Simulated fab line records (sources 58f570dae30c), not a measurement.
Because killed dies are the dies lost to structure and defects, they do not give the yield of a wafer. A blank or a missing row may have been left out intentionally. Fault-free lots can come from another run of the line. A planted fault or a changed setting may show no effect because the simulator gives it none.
Struck lot and sound lot, side by side    flow berkeleyCmos170    16 steps out of a route of 331
Sound: these wafers, L875.1, L875.5, L875.6. Struck: wafers L874.2, L874.3, L874.6. Last of all comes the cause.
Each step with rows lists, per side, the tool, then ch with its chambers, then its first start. Under that, the readings that differ: sound wafers    struck wafers    difference of the means    sigmas: that difference in standard deviations of wafers without a fault.
alike: same words and numbers on both sides, and readings whose means sit less than 2 such deviations apart. not compared: any withheld reading, any reading some wafer has no value for, any bound like >300 that may hide the same value, and any number with overlapping values for which the record gives no deviation.
Wherever a step has rows on one side only, a row that says differs or no value, or a row with sigmas, the two part there. Numbers that don't overlap but have no deviation are shown without sigmas and don't part them. Lack of a reading on every wafer of one side parts them only where that side has two or more wafers.

first, 5 steps without rows for these wafers: UCB170_M1_COAT_04 (resist thk 900 nm); UCB170_M1_SOFTBAKE_05 (time 60 s); UCB170_M1_EXPOSE_06 (exposes mask METAL1, target cd 700 nm); UCB170_M1_PEB_07; UCB170_M1_DEVELOP_08 (develop time 45 s).
UCB170_M1_CD_MEAS_09: the cd target is 700 nm.
  struck on cdSem-02, day 7 22:34; sound on cdSem-01, day 7 22:16
  alike: cdNm
UCB170_M1_OVL_MEAS_10:
  struck on overlay-01, day 7 22:40; sound on overlay-02, day 7 22:23
  alike: M1_OVL
UCB170_M1_ETCH_11: etches BARC in N2/H2.
  sound on rieDiel-02 ch 0,1, day 7 22:25; struck on rieDiel-03 ch 1,2,3, day 7 22:41
  alike: drypumpMotorCurrentA, h2FlowSccm, oesProductAu, throttleValvePct
UCB170_M1_METAL_ETCH_12: etches Al in Cl2/BCl3, stops on PSG, target depth 780 nm, time 130 s.
  sound on rieMetal-04 ch 0,1, day 7 22:28; struck on rieMetal-01 ch 0,1, day 7 22:44
  alike: drypumpMotorCurrentA, oesProductAu, throttleValvePct
  not compared: rfHoursCounterH
UCB170_M1_STRIP_13: strips in O2.
  sound on plasmaAsher-01 ch 0,1, day 7 22:35; struck on plasmaAsher-01 ch 0,1, day 7 22:52
  alike: drypumpMotorCurrentA, oesProductAu
  not compared: rfHoursCounterH
UCB170_M1_CD_MEAS_90: the cd target is 700 nm.
  struck on cdSem-02, day 7 22:59; sound on cdSem-01, day 7 22:41
  alike: cdNm
then, 1 step without rows for these wafers: UCB170_M1_ANNEAL_14 (time 1200 s).
UCB170_V1_CVD_00: deposits SiO2 from TEOS/O2, target thk 2000 nm, time 250 s.
  sound on pecvd-04 ch 0,1,2, day 8 02:10; struck on pecvd-01 ch 0,1,2, day 8 02:10
reading                             sound              struck             difference  sigmas
runLengthS (s)                      277.8 277.0 277.9  252.1 252.8 253.2  -24.9       -64
model.SiO2_of_V1_CVD_00.thkNm (nm)  1980 1996 2001     1788 1826 1801     -187        
  alike: heaterPowerW
UCB170_V1_THK_MEAS_01:
  struck on filmMetro-04, day 8 02:34; sound on filmMetro-03, day 8 02:20
reading           sound           struck          difference  sigmas
V1_TEOS_THK (nm)  1981 1996 2001  1788 1825 1802  -188        -7
  not compared: hold
UCB170_V1_CMP_02: polishes SiO2.
  sound on cmp-02 ch 0,2,3, day 8 02:32; struck on cmp-01 ch 0,3, day 8 04:20
reading  sound  struck                                                                   difference                    sigmas
hold     - - -  awaitDispo/1.7h/release awaitDispo/1.7h/release awaitDispo/1.7h/release  no value on the sound wafers  
  alike: motorCurrentA
UCB170_M3_PROBE_99:
  rows exist in the record for the struck wafers here (prober-01, day 8 18:02), but not for the sound ones

WHERE THEY PART
First at UCB170_V1_CVD_00; last, within this record, at UCB170_M3_PROBE_99.

WHY: what the simulator had put in
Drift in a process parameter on pecvd-01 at UCB170_V1_CVD_00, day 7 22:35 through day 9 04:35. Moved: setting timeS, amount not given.
